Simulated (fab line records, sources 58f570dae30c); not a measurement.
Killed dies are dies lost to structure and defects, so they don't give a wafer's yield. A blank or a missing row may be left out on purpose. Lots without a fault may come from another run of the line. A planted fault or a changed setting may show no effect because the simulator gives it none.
fab line records | flow berkeley_cmos170
record lots=14 wafers=42 last_day=11
route steps=331 shown NWELL@27 BACKSIDE@202 CONTACT@235 M3@326
lots that met no fault: from a run of the same line without faults
start_h: hours from the record's first day to the start of the lot's first wafer shown | wait_h: hours since the lot's step before | " the same as in the row above | L1.1+2: a row that stands for several wafers | - no value, or no start given | * or withheld: withheld | < > ~ a bound
route shown NAME@n: a module of which the file shows steps, and the number in the route of the first | usual: mean/standard deviation of fault-free wafers | same: alike in all rows | chamber/n: place in a boat | sites: the reading at each site | _std_site: their standard deviation | _edge_site: outer sites' mean less inner sites' | radius_mm: how far each site lies from the wafer's centre | mask NAME#n: copy n | behind: the tool/chamber that last shaped the wafer | hold: why the lot was held/for how many hours/how that ended | device: the transistor (n, p or np) that didn't switch | end of line: the same wafers' tests at the end of the route | a step without rows: its recipe alone | killed: dies lost to structure and defects at the first sort, not the wafer's yield | map: a wafer's dies, x killed, . not, _ none there
set.NAME: the setting as run; set.NAME@STEP: as run at that earlier step | model.NAME: the simulator's own value behind a step, which no gauge read
steps of the route over a sample of lots; a table a step, a row a wafer
services: from which hour (start_h, from the record's first day; less than 0 if before it) a tool's chamber was out of use, for how many hours, and why
## steps
# step UCB170_NWELL_ETCH_13
# recipe chemistry=CH3F/Ar/O2 target=Si3N4 stop_on=SiO2 CH3F_flow_sccm=20 Ar_flow_sccm=50 O2_flow_sccm=7 pressure_mtorr=50 rf_w=450 target_depth_a=2464 over_etch_frac=0.1 time_s=154
# usual drypump_motor_current_A=5.8/0.44 oes_product_au=0.946/0.016 throttle_valve_pct=8.05/0.14
# columns lot.wafer tool chamber start_h wait_h drypump_motor_current_A oes_product_au rf_hours_counter_h throttle_valve_pct
L603.2 rie_diel-03 2 41.84 0.0 6.4 0.930 105 7.96
L603.3 " 0 " " 6.6 0.945 119 7.82
L603.4 " 1 " " 5.0 0.950 7 8.20
L607.2 rie_diel-04 3 53.24 0.0 6.2 0.932 13 8.05
L607.3 " 2 " " 5.4 0.946 11 8.10
L607.6 " 2 " " 5.4 0.953 - 8.08
L606.2 rie_diel-01 0 53.52 0.0 6.1 0.947 43 7.93
L606.4 " 2 " " 6.0 0.934 - 8.28
L606.6 " 3 " " 5.4 0.977 - 7.99
L609.2 rie_diel-03 0 57.54 0.0 6.6 0.949 119 7.81
L609.3 " 2 " " 6.4 0.934 106 7.98
L609.4 " 1 " " 5.0 0.953 8 8.20
L610.1 rie_diel-01 2 66.24 0.0 6.0 0.933 105 8.29
L610.4 " 3 " " 5.4 0.978 49 8.00
L610.5 " 3 " " 5.4 0.984 - 7.99
L612.1 rie_diel-03 2 70.01 0.0 6.4 0.931 106 7.95
L612.5 " 1 " " 5.0 0.950 - 8.20
L612.6 " 2 " " 6.4 0.927 - 7.95
L611.2 rie_diel-01 2 70.29 0.0 6.0 0.927 105 8.28
L611.3 " 0 " " 6.0 0.929 44 7.93
L611.4 " 2 " " 6.0 0.925 - 8.29
L613.1 rie_diel-03 1 79.69 0.0 5.0 0.967 9 8.20
L613.4 " 2 " " 6.4 0.934 107 7.97
L613.6 " 0 " " 6.6 0.946 - 7.81
L617.1 rie_diel-03 3 107.20 0.0 5.7 0.966 39 7.88
L617.2 " 2 " " 6.4 0.931 108 7.96
L617.6 " 1 " " 5.0 0.949 - 8.20
L622.1 rie_diel-03 2 129.46 0.0 6.4 0.927 109 7.96
L622.2 " 1 " " 5.0 0.947 12 8.19
L622.4 " 0 " " 6.6 0.925 122 7.79
L623.3 rie_diel-01 2 129.73 0.0 6.0 0.926 109 8.28
L623.4 " 3 " " 5.4 0.962 52 7.97
L623.6 " 1 " " 5.6 0.943 - 8.12
L624.2 rie_diel-01 0 136.20 0.0 6.1 0.941 48 7.94
L624.4 " 1 " " 5.5 0.944 50 8.14
L624.6 " 0 " " 6.1 0.943 - 7.94
L625.4 rie_diel-04 1 137.56 0.0 5.8 0.963 32 8.20
L625.5 " 2 " " 5.4 0.960 - 8.06
L625.6 " 3 " " 6.2 0.925 - 8.05
L626.1 rie_diel-01 0 143.58 0.0 6.0 0.945 48 7.92
L626.3 " 1 " " 5.6 0.945 51 8.13
L626.4 " 3 " " 5.4 0.964 52 7.99
# step UCB170_BACKSIDE_STRIP_03
# recipe chemistry=O2 power_w=400 pressure_mtorr=3500 platen_temp_c=withheld o2_flow_sccm=400 overash_fraction=0.5
# usual chamber_pressure_mTorr=3500/3.1 drypump_motor_current_A=6.1/0.34 oes_product_au=0.734/0.0044 overash_fraction=0.5/0 strip_time_to_endpoint_s=21.98/0.06
# columns lot.wafer tool chamber start_h wait_h chamber_pressure_mTorr drypump_motor_current_A oes_product_au overash_fraction rf_hours_counter_h strip_time_to_endpoint_s
L603.2 plasma_asher-01 1 152.49 0.1 3499 6.0 0.737 0.5 46 21.93
L603.3 " 1 " " 3506 5.9 0.740 0.5 - 21.90
L603.4 " 0 " " 3505 6.2 0.733 0.5 - 21.89
L607.2 plasma_asher-04 0 165.18 0.1 3498 6.1 0.736 0.5 38 22.01
L607.3 " 1 " " 3502 6.6 0.731 0.5 - 21.93
L607.6 " 1 " " 3500 6.6 0.735 0.5 - 21.91
L609.2 plasma_asher-04 1 165.71 0.1 3494 6.6 0.735 0.5 38 22.04
L609.3 " 1 " " 3499 6.6 0.737 0.5 - 22.05
L609.4 " 0 " " 3504 6.1 0.731 0.5 - 21.94
L606.2 plasma_asher-02 0 166.86 0.1 3502 6.4 0.728 0.5 6 21.96
L606.4 " 0 " " 3497 6.4 0.738 0.5 - 21.97
L606.6 " 1 " " 3500 5.5 0.735 0.5 - 21.97
L612.1 plasma_asher-01 0 173.38 0.1 3501 6.1 0.726 0.5 49 22.05
L612.5 " 1 " " 3503 5.8 0.736 0.5 - 22.04
L612.6 " 0 " " 3495 6.2 0.731 0.5 - 21.98
L611.2 plasma_asher-02 1 173.83 0.1 3501 5.5 0.728 0.5 7 21.99
L611.3 " 1 " " 3502 5.5 0.731 0.5 - 22.00
L611.4 " 0 " " 3497 6.4 0.734 0.5 - 21.96
L610.1 plasma_asher-01 0 173.85 0.1 - - - - - -
L610.4 " 0 " " - - - - - -
L610.5 " 0 " " - - - - - -
L613.1 plasma_asher-01 1 190.11 0.1 - - - - - -
L613.4 " 0 " " - - - - - -
L613.6 " 1 " " - - - - - -
L617.1 plasma_asher-01 0 206.02 0.1 3503 6.1 0.737 0.5 54 21.89
L617.2 " 1 " " 3500 5.9 0.742 0.5 54 21.92
L617.6 " 1 " " 3504 5.9 0.733 0.5 - 21.92
L622.1 plasma_asher-01 1 239.42 0.1 3493 5.9 0.729 0.5 58 21.99
L622.2 " 0 " " 3503 6.2 0.731 0.5 58 21.98
L622.4 " 0 " " 3495 6.2 0.734 0.5 - 22.02
L624.2 plasma_asher-02 1 239.88 0.1 3500 5.5 0.732 0.5 16 22.01
L624.4 " 0 " " 3500 6.4 0.740 0.5 - 22.01
L624.6 " 0 " " 3505 6.4 0.732 0.5 - 21.95
L623.3 plasma_asher-04 0 240.35 0.1 3503 6.0 0.727 0.5 - 22.12
L623.4 " 1 " " 3496 6.6 0.740 0.5 - 22.14
L623.6 " 1 " " 3501 6.7 0.729 0.5 - 22.10
L625.4 plasma_asher-01 0 240.46 0.1 3500 6.2 0.734 0.5 - 21.83
L625.5 " 1 " " 3502 5.9 0.735 0.5 - 21.88
L625.6 " 0 " " 3497 6.2 0.728 0.5 - 21.88
L626.1 plasma_asher-01 0 248.68 0.1 3500 6.1 0.733 0.5 59 22.05
L626.3 " 0 " " 3499 6.2 0.732 0.5 - 21.96
L626.4 " 1 " " 3505 6.0 0.736 0.5 - 21.95
# step UCB170_CONTACT_STRIP_19
# recipe chemistry=O2 power_w=400 pressure_mtorr=3500 platen_temp_c=withheld o2_flow_sccm=400 overash_fraction=0.5
# usual chamber_pressure_mTorr=3500/3.2 drypump_motor_current_A=5.7/0.44 oes_product_au=0.725/0.0042
# same overash_fraction=0.5
# columns lot.wafer tool chamber start_h wait_h chamber_pressure_mTorr drypump_motor_current_A oes_product_au rf_hours_counter_h
L603.2 plasma_asher-03 1 161.89 - 3496 5.4 0.729 44
L603.3 " 1 " " 3502 5.4 0.725 -
L603.4 " 0 " " 3497 5.1 0.722 -
L607.2 plasma_asher-03 1 170.65 - 3499 5.4 0.729 45
L607.3 " 1 " " 3501 5.4 0.722 -
L607.6 " 1 " " 3508 5.5 0.731 -
L609.2 plasma_asher-01 1 172.35 - 3501 5.9 0.736 49
L609.3 " 1 " " 3496 5.9 0.723 -
L609.4 " 0 " " 3495 6.1 0.726 -
L606.2 plasma_asher-02 0 172.92 - 3503 6.4 0.723 7
L606.4 " 0 " " 3499 6.4 0.727 -
L606.6 " 1 " " 3497 5.5 0.724 -
L612.1 plasma_asher-01 1 181.59 - 3499 5.9 0.726 50
L612.5 " 0 " " 3501 6.2 0.726 -
L612.6 " 1 " " 3501 5.9 0.726 -
L611.2 plasma_asher-01 1 183.49 - 3502 5.9 0.726 51
L611.3 " 1 " " 3499 5.9 0.724 -
L611.4 " 0 " " 3506 6.2 0.722 -
L617.1 plasma_asher-01 0 213.91 - 3498 6.1 0.722 55
L617.2 " 1 " " 3501 5.8 0.725 55
L617.6 " 0 " " 3493 6.2 0.724 -
L622.1 plasma_asher-03 1 246.43 - 3501 5.5 0.720 52
L622.2 " 0 " " 3494 5.1 0.726 52
L622.4 " 1 " " 3504 5.4 0.721 -
L624.2 plasma_asher-02 0 246.56 - 3498 6.4 0.730 17
L624.4 " 1 " " 3495 5.6 0.719 -
L624.6 " 1 " " 3501 5.5 0.726 -
L623.3 plasma_asher-01 0 246.74 - 3499 6.1 0.729 -
L623.4 " 1 " " 3502 5.9 0.726 -
L623.6 " 1 " " 3499 5.9 0.723 -
L625.4 plasma_asher-03 1 247.15 - 3503 5.4 0.723 -
L625.5 " 1 " " 3503 5.4 0.727 -
L625.6 " 0 " " 3496 5.1 0.728 -
L626.1 plasma_asher-03 1 254.22 - 3498 5.4 0.720 53
L626.3 " 0 " " 3498 5.1 0.730 -
L626.4 " 1 " " 3507 5.5 0.725 -
# step UCB170_M3_ETCH_17
# recipe chemistry=N2/H2 target_depth_a=withheld overetch_a=withheld target=BARC time_s=withheld source_w=500 bias_w=100 pressure_mtorr=30 n2_flow_sccm=100 h2_flow_sccm=200
# usual drypump_motor_current_A=5.9/0.44 oes_product_au=0.998/0.017 throttle_valve_pct=13.27/0.19
# columns lot.wafer tool chamber start_h wait_h drypump_motor_current_A oes_product_au throttle_valve_pct
L603.2 rie_diel-02 1 181.06 0.0 5.8 1.004 13.00
L603.3 " 2 " " 5.7 0.965 13.19
L603.4 " 0 " " 6.3 0.975 13.24
L607.2 rie_diel-03 1 191.28 0.0 5.0 1.024 13.51
L607.3 " 3 " " 5.8 1.023 13.13
L607.6 " 3 " " 5.7 1.036 13.13
L609.2 rie_diel-04 0 191.56 0.0 5.8 0.984 13.39
L609.3 " 3 " " 6.2 0.980 13.24
L609.4 " 1 " " 5.8 1.016 13.57
L606.2 rie_diel-03 0 191.83 0.0 6.6 0.991 12.88
L606.4 " 1 " " 5.0 1.022 13.48
L606.6 " 2 " " 6.4 1.005 13.14
L612.1 rie_diel-03 2 201.05 0.0 6.4 0.989 13.14
L612.5 " 2 " " 6.4 0.990 13.14
L612.6 " 1 " " 5.0 1.013 13.52
L611.2 rie_diel-04 0 202.65 0.0 5.8 0.990 13.39
L611.3 " 2 " " 5.4 1.012 13.31
L611.4 " 1 " " 5.8 1.025 13.58
L617.1 rie_diel-04 1 232.55 0.0 5.8 1.011 13.56
L617.2 " 2 " " 5.4 1.005 13.30
L617.6 " 1 " " 5.8 1.023 13.56
L624.2 rie_diel-02 0 267.43 0.0 6.3 0.985 13.24
L624.4 " 1 " " 5.8 1.014 13.01
L624.6 " 2 " " 5.7 0.977 13.19
L622.1 rie_diel-03 0 268.31 0.0 6.6 0.978 12.91
L622.2 " 1 " " 5.0 1.014 13.50
L622.4 " 3 " " 5.7 1.024 13.12
L625.4 rie_diel-04 3 269.61 0.0 6.2 1.001 13.23
L625.5 " 0 " " 5.8 0.986 13.38
L625.6 " 3 " " 6.2 1.000 13.21
L623.3 rie_diel-03 2 269.85 0.0 6.4 0.994 13.12
L623.4 " 1 " " 5.0 1.013 13.50
L623.6 " 0 " " 6.6 0.969 12.89
L626.1 rie_diel-02 3 274.88 0.0 5.8 0.983 13.44
L626.3 " 2 " " 5.7 0.971 13.18
L626.4 " 1 " " 5.7 0.984 12.97
## services
# columns tool chamber start_h hours kind
rie_diel-03 3 43.92 3.7 repair
rie_diel-01 1 46.83 7.5 repair
rie_diel-04 3 56.84 7.7 repair
rie_diel-01 3 68.73 12.7 repair
rie_diel-02 - 98.98 1.0 repair
rie_diel-02 3 105.46 8.0 repair
plasma_asher-02 - 108.75 9.0 pm
plasma_asher-02 0 108.75 9.0 vent_cycle
rie_diel-02 3 122.13 5.5 repair
plasma_asher-02 - 126.81 1.4 repair
rie_diel-01 - 147.94 4.0 pm
rie_diel-01 2 160.63 11.7 repair
plasma_asher-03 - 165.06 2.8 pm
plasma_asher-03 - 176.56 14.6 pm
rie_diel-04 - 181.17 0.4 repair
rie_diel-02 3 209.80 4.0 repair
rie_diel-02 - 209.83 1.9 repair
plasma_asher-03 - 219.76 1.7 repair
rie_diel-01 3 226.36 2.0 repair
rie_diel-04 2 235.94 8.3 repair
plasma_asher-04 - 255.09 1.0 repair
plasma_asher-01 - 257.07 2.8 pm
rie_diel-03 - 262.57 0.1 repair
plasma_asher-03 - 270.87 2.5 repair
## key
first_sign step=UCB170_BACKSIDE_STRIP_03 reading=tool_record direction=missing
effect none on later readings
met_at UCB170_BACKSIDE_STRIP_03
struck_lots L610,L613
later_rows_left_out L610.1,L610.4,L610.5,L613.1,L613.4,L613.6
sort_left_out L610.1,L610.4,L610.5,L613.1,L613.4,L613.6
tester_left_out L610,L613
not_acting_at UCB170_NWELL_ETCH_13,UCB170_CONTACT_STRIP_19,UCB170_M3_ETCH_17
onset_between 173.38 173.85
fault kind=skipped_step_whole tool=plasma_asher-01 chamber=- onset_h=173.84 steps=UCB170_BACKSIDE_STRIP_03 scope=struck_lots_only
# tester_left_out: of these lots the tester's yield and bins aren't shown, on N5 and GAA mostly nor the transistor test; their killed dies are dies lost to structure and defects alone, not to doping, threshold or leakage, so they don't give the yield
# sort_left_out: the simulated sort isn't trusted on such a fault, so these wafers' sort isn't shown, and their yield isn't known
# later_rows_left_out: the simulator's readings of these wafers behind a module that went badly wrong aren't trusted and aren't shown, but for the sort
